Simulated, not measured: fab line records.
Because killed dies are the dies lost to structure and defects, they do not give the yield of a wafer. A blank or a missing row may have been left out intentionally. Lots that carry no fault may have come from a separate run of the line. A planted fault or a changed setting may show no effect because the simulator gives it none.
What tool caused it?	flow berkeley cmos170	15 lots, 45 wafers sampled, at 2 steps of a route of 331

WHAT THE GAUGES READ, wafer by wafer
UCB170_SDANNEAL_RS_MEAS_04: uses a four-point probe to measure. Usual: PLDD_RS 1030.5 ohm/sq, standard deviation 2.6.
lot	measured	on	PLDD_RS (ohm/sq)	flag
L770	day 6 20:48	film metro-01	1031.8 1030.1 1031.6	
L772	day 6 21:02	film metro-02	1033.4 1035.1 1032.9	
L774	day 7 14:55	film metro-03	1028.4 1028.8 1027.1	
L777	day 7 21:53	film metro-01	1031.8 1032.1 1031.1	
L776	day 7 22:19	film metro-02	1027.5 1027.4 1025.2	
L780	day 8 18:34	film metro-01	1031.0 1029.2 1029.5	
L779	day 8 18:46	film metro-02	1032.9 1032.7 1029.3	
L781	day 8 19:00	film metro-03	1031.7 1030.9 1031.9	
L784	day 9 21:53	film metro-03	1029.6 1032.4 1029.6	
L787	day 10 04:49	film metro-02	1029.0 1027.2 1028.3	
L789	day 10 09:56	film metro-03	1026.5 1028.0 1026.8	
L792	day 11 02:11	film metro-03	1034.2 1030.6 1036.0	
L790	day 11 02:24	film metro-02	1030.8 1029.7 1029.4	
L791	day 11 02:30	film metro-01	1034.3 1033.8 1031.0	
L793	day 11 07:13	film metro-03	1028.9 1031.8 1034.1	

UCB170_SILICIDE_THK_MEAS_03: measures by xrf. Usual: SILICIDE_TI_THK 30.0 nm, standard deviation 0.39.
lot	measured	on	SILICIDE_TI_THK (nm)	flag
L770	day 6 21:14	film metro-01	30.8 30.0 29.6	
L772	day 6 21:32	film metro-04	30.0 29.6 29.8	
L774	day 7 15:22	film metro-04	29.3 29.2 29.6	
L777	day 7 22:21	film metro-04	29.6 29.7 29.4	
L776	day 7 22:46	film metro-01	30.2 29.9 30.2	
L780	day 8 19:02	film metro-04	29.2 29.8 29.8	
L779	day 8 19:13	film metro-01	30.2 30.6 30.0	
L781	day 8 19:27	film metro-04	29.3 29.8 29.8	
L784	day 9 22:21	film metro-04	30.0 30.4 30.2	
L787	day 10 05:17	film metro-03	30.2 30.2 30.3	
L789	day 10 10:24	film metro-04	29.6 30.1 29.8	
L792	day 11 02:37	film metro-04	30.9 30.7 29.9	
L790	day 11 02:50	film metro-03	30.4 30.2 29.7	
L791	day 11 02:57	film metro-04	29.6 29.6 29.9	
L793	day 11 07:40	film metro-04	29.8 29.5 29.7	

TOOL THAT RAN EACH LOT (tool first, then ch and the chambers of the sampled wafers, then the start)
The record holds no process step before these readings.

AS READ BY THE TOOLS THEMSELVES (means over the sampled wafers that have a number; for cases with no such wafer, the mark the record gives instead)
The record holds no such reading with a usual standard deviation.

THE ANSWER, worked out from the rows above alone
Rule: lot off if the mean of its wafers having a number is beyond 3 standard deviations from the usual mean. Also off: a lot with no number at a reading for which 4 or more lots have one. The other lots that the step has rows for count as sound. First the gauges in route order, then the tools' own readings, where a lot's mean is used as printed above. At the first step where some lot is off, the reading lying furthest off is the one used; lots without a number count as furthest.
Nothing can be told from this: no lot is off at any reading shown.

WHAT THE SIMULATOR HAD INSERTED
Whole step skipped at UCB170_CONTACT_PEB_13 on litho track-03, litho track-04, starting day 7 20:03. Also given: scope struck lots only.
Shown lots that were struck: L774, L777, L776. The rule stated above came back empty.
